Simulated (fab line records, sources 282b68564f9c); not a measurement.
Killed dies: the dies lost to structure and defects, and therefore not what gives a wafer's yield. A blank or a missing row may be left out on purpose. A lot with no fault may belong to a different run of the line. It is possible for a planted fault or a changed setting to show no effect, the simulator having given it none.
The tool behind it: which one? / flow rit-cmos / 42 wafers from 14 lots sampled at 3 of the route's 202 steps

WHAT THE GAUGES READ, wafer by wafer
RIT_SDANNEAL_RS_MEAS_04: a four-point-probe measurement. Usual: PSD_RS gives 116.5 ohm/sq (standard deviation 0.31).
lot=L935; measured=day 3 04:25; on=film-metro-01; PSD_RS (ohm/sq)=116.9 116.7 116.5; flag=
lot=L936; measured=day 3 11:23; on=film-metro-02; PSD_RS (ohm/sq)=116.6 116.2 116.1; flag=
lot=L937; measured=day 3 17:02; on=film-metro-01; PSD_RS (ohm/sq)=116.7 116.5 117.0; flag=
lot=L938; measured=day 3 19:23; on=film-metro-04; PSD_RS (ohm/sq)=116.1 116.4 115.8; flag=
lot=L939; measured=day 4 00:01; on=film-metro-04; PSD_RS (ohm/sq)=117.1 116.4 116.6; flag=
lot=L940; measured=day 4 06:56; on=film-metro-04; PSD_RS (ohm/sq)=116.5 117.1 116.7; flag=
lot=L942; measured=day 4 21:22; on=film-metro-01; PSD_RS (ohm/sq)=117.1 116.7 116.6; flag=
lot=L945; measured=day 5 07:43; on=film-metro-02; PSD_RS (ohm/sq)=116.5 116.4 116.4; flag=
lot=L949; measured=day 6 22:12; on=film-metro-02; PSD_RS (ohm/sq)=128.8 128.8 128.7; flag=OFF
lot=L951; measured=day 7 02:29; on=film-metro-02; PSD_RS (ohm/sq)=116.8 116.5 117.1; flag=
lot=L952; measured=day 7 02:52; on=film-metro-01; PSD_RS (ohm/sq)=129.0 128.7 128.5; flag=OFF
lot=L953; measured=day 7 13:43; on=film-metro-01; PSD_RS (ohm/sq)=116.3 116.9 116.9; flag=
lot=L955; measured=day 7 20:38; on=film-metro-04; PSD_RS (ohm/sq)=116.2 116.4 116.1; flag=
lot=L958; measured=day 8 02:02; on=film-metro-02; PSD_RS (ohm/sq)=116.4 116.3 116.3; flag=

RIT_SDANNEAL_RS_MEAS_06: a four-point-probe measurement. Usual: PLDD_RS gives 178.8 ohm/sq (standard deviation 0.52).
lot=L935; measured=day 3 04:40; on=film-metro-01; PLDD_RS (ohm/sq)=179.1 179.4 178.8; flag=
lot=L936; measured=day 3 11:38; on=film-metro-02; PLDD_RS (ohm/sq)=179.0 178.8 178.6; flag=
lot=L937; measured=day 3 17:16; on=film-metro-01; PLDD_RS (ohm/sq)=178.1 178.8 179.0; flag=
lot=L938; measured=day 3 19:37; on=film-metro-04; PLDD_RS (ohm/sq)=178.5 178.4 178.4; flag=
lot=L939; measured=day 4 00:16; on=film-metro-04; PLDD_RS (ohm/sq)=178.8 178.1 178.4; flag=
lot=L940; measured=day 4 07:10; on=film-metro-04; PLDD_RS (ohm/sq)=180.1 178.8 179.0; flag=
lot=L942; measured=day 4 21:37; on=film-metro-01; PLDD_RS (ohm/sq)=179.0 178.9 178.8; flag=
lot=L945; measured=day 5 07:58; on=film-metro-02; PLDD_RS (ohm/sq)=178.8 178.9 178.5; flag=
lot=L949; measured=day 6 22:26; on=film-metro-02; PLDD_RS (ohm/sq)=190.0 190.9 191.0; flag=OFF
lot=L951; measured=day 7 02:44; on=film-metro-02; PLDD_RS (ohm/sq)=178.7 178.5 179.4; flag=
lot=L952; measured=day 7 03:06; on=film-metro-01; PLDD_RS (ohm/sq)=191.8 191.1 191.2; flag=OFF
lot=L953; measured=day 7 13:58; on=film-metro-01; PLDD_RS (ohm/sq)=178.7 179.3 179.3; flag=
lot=L955; measured=day 7 20:52; on=film-metro-04; PLDD_RS (ohm/sq)=177.8 178.0 177.5; flag=
lot=L958; measured=day 8 02:16; on=film-metro-02; PLDD_RS (ohm/sq)=178.5 177.8 178.5; flag=

WHICH TOOL RAN EACH LOT (tool, then ch and the chambers of the sampled wafers, then the start)
lot=L935; RIT_SDANNEAL_RTA_03=rtp-anneal-01 ch 0, day 3 04:22
lot=L936; RIT_SDANNEAL_RTA_03=rtp-anneal-02 ch 0, day 3 11:20
lot=L937; RIT_SDANNEAL_RTA_03=rtp-anneal-01 ch 0, day 3 16:58
lot=L938; RIT_SDANNEAL_RTA_03=rtp-anneal-02 ch 0, day 3 19:17
lot=L939; RIT_SDANNEAL_RTA_03=rtp-anneal-01 ch 0, day 3 23:58
lot=L940; RIT_SDANNEAL_RTA_03=rtp-anneal-02 ch 0, day 4 06:51
lot=L942; RIT_SDANNEAL_RTA_03=rtp-anneal-02 ch 0, day 4 21:19
lot=L945; RIT_SDANNEAL_RTA_03=rtp-anneal-02 ch 0, day 5 07:40
lot=L949; RIT_SDANNEAL_RTA_03=rtp-anneal-01 ch 0, day 6 22:08
lot=L951; RIT_SDANNEAL_RTA_03=rtp-anneal-02 ch 0, day 7 02:26
lot=L952; RIT_SDANNEAL_RTA_03=rtp-anneal-01 ch 0, day 7 02:48
lot=L953; RIT_SDANNEAL_RTA_03=rtp-anneal-02 ch 0, day 7 13:39
lot=L955; RIT_SDANNEAL_RTA_03=rtp-anneal-02 ch 0, day 7 20:34
lot=L958; RIT_SDANNEAL_RTA_03=rtp-anneal-02 ch 0, day 8 01:57
- RIT_SDANNEAL_RTA_03: time 5 s.

AS READ BY THE TOOLS THEMSELVES (means over the sampled wafers that have a number; for cases with no such wafer, the mark the record gives instead)
RIT_SDANNEAL_RTA_03. Usual: chamber-o2-ppm 1.996, standard deviation 0.023; wafer_temp_C_max 1053.4, standard deviation 1.1.
lot=L935 tool=rtp-anneal-01 chamber-o2-ppm=1.978 wafer_temp_C_max=1053.7 flag=
lot=L936 tool=rtp-anneal-02 chamber-o2-ppm=1.989 wafer_temp_C_max=1052.9 flag=
lot=L937 tool=rtp-anneal-01 chamber-o2-ppm=1.974 wafer_temp_C_max=1053.1 flag=
lot=L938 tool=rtp-anneal-02 chamber-o2-ppm=1.977 wafer_temp_C_max=1054.1 flag=
lot=L939 tool=rtp-anneal-01 chamber-o2-ppm=2.031 wafer_temp_C_max=1052.7 flag=
lot=L940 tool=rtp-anneal-02 chamber-o2-ppm=1.999 wafer_temp_C_max=1052.3 flag=
lot=L942 tool=rtp-anneal-02 chamber-o2-ppm=1.975 wafer_temp_C_max=1053.8 flag=
lot=L945 tool=rtp-anneal-02 chamber-o2-ppm=2.014 wafer_temp_C_max=1053.1 flag=
lot=L949 tool=rtp-anneal-01 chamber-o2-ppm=1.985 wafer_temp_C_max=1053.5 flag=
lot=L951 tool=rtp-anneal-02 chamber-o2-ppm=1.997 wafer_temp_C_max=1053.7 flag=
lot=L952 tool=rtp-anneal-01 chamber-o2-ppm=1.985 wafer_temp_C_max=1052.8 flag=
lot=L953 tool=rtp-anneal-02 chamber-o2-ppm=1.990 wafer_temp_C_max=1053.4 flag=
lot=L955 tool=rtp-anneal-02 chamber-o2-ppm=1.974 wafer_temp_C_max=1053.8 flag=
lot=L958 tool=rtp-anneal-02 chamber-o2-ppm=1.990 wafer_temp_C_max=1053.1 flag=

THE ANSWER, worked out from the rows above alone
Rule: take the mean of a lot's wafers that have a number; if it is more than 3 standard deviations from the usual mean, the lot is off. Also off: a lot with no number at a reading for which 4 or more lots have one. The other lots that the step has rows for count as sound. The gauges are gone through in route order, then the tools' own readings, and for those a lot's mean is taken as printed above. At the first step where some lot is off, the reading lying furthest off is the one used; lots without a number count as furthest.
Off: L949, L952, at RIT_SDANNEAL_RS_MEAS_04 (PSD_RS).
If a tool, at a process step before that reading, ran all the lots that are off and no sound lot after the first of them, it fits. Gauges at RIT_SDANNEAL_RS_MEAS_04: tried the same way as those tools. One fits: RIT_SDANNEAL_RTA_03 on rtp-anneal-01. A fault onset in the window from L939 (day 3 23:58, its last sound lot) to L949 (day 6 22:08, its first lot off) fits.

WHAT WAS PUT IN BY THE SIMULATOR
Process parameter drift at RIT_SDANNEAL_RTA_03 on rtp-anneal-01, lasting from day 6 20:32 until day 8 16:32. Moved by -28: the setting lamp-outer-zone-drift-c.
Struck lots among those shown: L949, L952. The rule given above showed the same thing.
